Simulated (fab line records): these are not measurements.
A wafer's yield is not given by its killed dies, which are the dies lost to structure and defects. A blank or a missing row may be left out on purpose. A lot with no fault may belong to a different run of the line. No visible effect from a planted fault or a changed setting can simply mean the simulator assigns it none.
Which of the tools did it?    flow berkeley_cmos170    15 lots with 45 wafers sampled at 3 steps, on a route of 331 steps

== WHAT THE GAUGES READ, wafer by wafer ==
UCB170_START_THK_MEAS_03. Usual: START_OXIDE_THK typically reads 20.1 nm, with standard deviation 0.34.
lot   measured     on             START_OXIDE_THK (nm)  flag
L508  day 1 15:34  film_metro-01  20.7 21.0 20.6        
L510  day 2 00:41  film_metro-03  19.7 19.7 20.8        
L515  day 3 03:07  film_metro-01  20.2 20.2 19.9        
L516  day 3 05:52  film_metro-03  20.4 20.3 20.4        
L517  day 3 12:06  film_metro-03  20.6 20.2 20.4        
L521  day 4 07:26  film_metro-03  20.4 20.3 20.3        
L522  day 4 11:31  film_metro-03  20.6 20.1 20.1        
L523  day 4 17:20  film_metro-03  19.6 19.7 19.6        
L524  day 4 21:09  film_metro-02  20.0 20.2 20.1        
L525  day 5 04:52  film_metro-01  19.5 19.8 19.5        
L526  day 5 09:12  film_metro-02  19.9 19.7 19.9        
L527  day 5 13:13  film_metro-03  20.1 20.1 20.2        
L528  day 5 17:41  film_metro-03  20.4 20.3 20.1        
L529  day 5 23:01  film_metro-01  19.9 19.8 20.0        
L531  day 6 11:49  film_metro-01  20.6 20.3 20.1        

UCB170_PWELL_OVL_MEAS_13. Usual: PWELL_OVL typically reads -4 nm, with standard deviation 4.3.
lot   measured     on          PWELL_OVL (nm)  flag
L508  day 3 02:50  overlay-01  4 4 2           
L510  day 3 12:19  overlay-02  1 -1 2          
L515  day 4 14:04  overlay-02  1 -7 -7         
L516  day 4 13:47  overlay-01  -4 -3 -1        
L517  day 4 21:12  overlay-01  -4 -6 -4        
L521  day 5 19:44  overlay-02  -1 4 -8         
L522  day 5 19:59  overlay-01  -8 -4 -7        
L523  day 6 02:33  overlay-01  -6 0 -7         
L524  day 6 12:12  overlay-02  -7 -16 -12      
L525  day 6 19:00  overlay-01  -6 -4 -5        
L526  day 6 19:07  overlay-02  1 4 1           
L527  day 7 00:22  overlay-02  -7 -3 -6        
L528  day 7 08:06  overlay-01  -9 2 -2         
L529  day 7 08:49  overlay-02  -2 -4 -6        
L531  day 8 01:46  overlay-01  0 1 -2          

UCB170_ACTIVE_CD_MEAS_13: the cd target is 1200 nm. Usual: 1199.7 nm for cd_nm, sd 1.5.
lot   measured     on         cd_nm (nm)            flag
L508  day 4 06:51  cd_sem-02  1199.9 1197.4 1199.8  
L510  day 4 12:50  cd_sem-01  1198.0 1198.9 1199.4  
L515  day 5 19:01  cd_sem-02  1198.7 1198.9 1198.8  
L516  day 5 18:44  cd_sem-01  1198.6 1200.9 1198.2  
L517  day 6 04:25  cd_sem-02  1198.5 1199.1 1199.2  
L521  day 7 01:58  cd_sem-01  1199.9 1199.5 1200.0  
L522  day 7 01:14  cd_sem-02  1198.5 1198.9 1199.8  
L523  day 7 05:26  cd_sem-01  1200.8 1199.4 1201.3  
L524  day 7 13:55  cd_sem-01  1200.5 1201.4 1201.5  
L525  day 7 21:38  cd_sem-02  1200.1 1200.0 1200.0  
L526  day 7 21:25  cd_sem-01  1201.6 1202.5 1202.3  
L527  day 8 03:23  cd_sem-01  1200.6 1200.0 1199.5  
L528  day 8 11:55  cd_sem-02  1202.1 1202.3 1201.5  
L529  day 8 12:08  cd_sem-01  1195.8 1198.1 1198.1  
L531  day 9 07:34  cd_sem-01  1199.3 1197.5 1198.3  

== EACH LOT AND THE TOOL THAT RAN IT (in order: tool; ch and the chambers of the sampled wafers; start) ==
Before these readings, the record contains no process step.

== WHAT THE TOOLS THEMSELVES READ (means of the sampled wafers that have a number; where no wafer has one, the mark that the record gives instead) ==
The record holds no such reading with a usual standard deviation.

== THE ANSWER, worked out from the rows above alone ==
Rule: a lot is off if the mean of its wafers that have a number lies more than 3 standard deviations from the usual mean. A lot without any number at a reading at which 4 lots or more have one is off too. Any other lot the step has rows for is counted as sound. After the gauges, taken in route order, come the tools' own readings; for these a lot's mean is taken, as printed above. The first step at which some lot is off is used, and at that step the reading that is off furthest; a lot without a number counts as furthest.
None of the lots is off at any reading shown; this tells nothing.

== WHAT THE SIMULATOR HAD PUT IN ==
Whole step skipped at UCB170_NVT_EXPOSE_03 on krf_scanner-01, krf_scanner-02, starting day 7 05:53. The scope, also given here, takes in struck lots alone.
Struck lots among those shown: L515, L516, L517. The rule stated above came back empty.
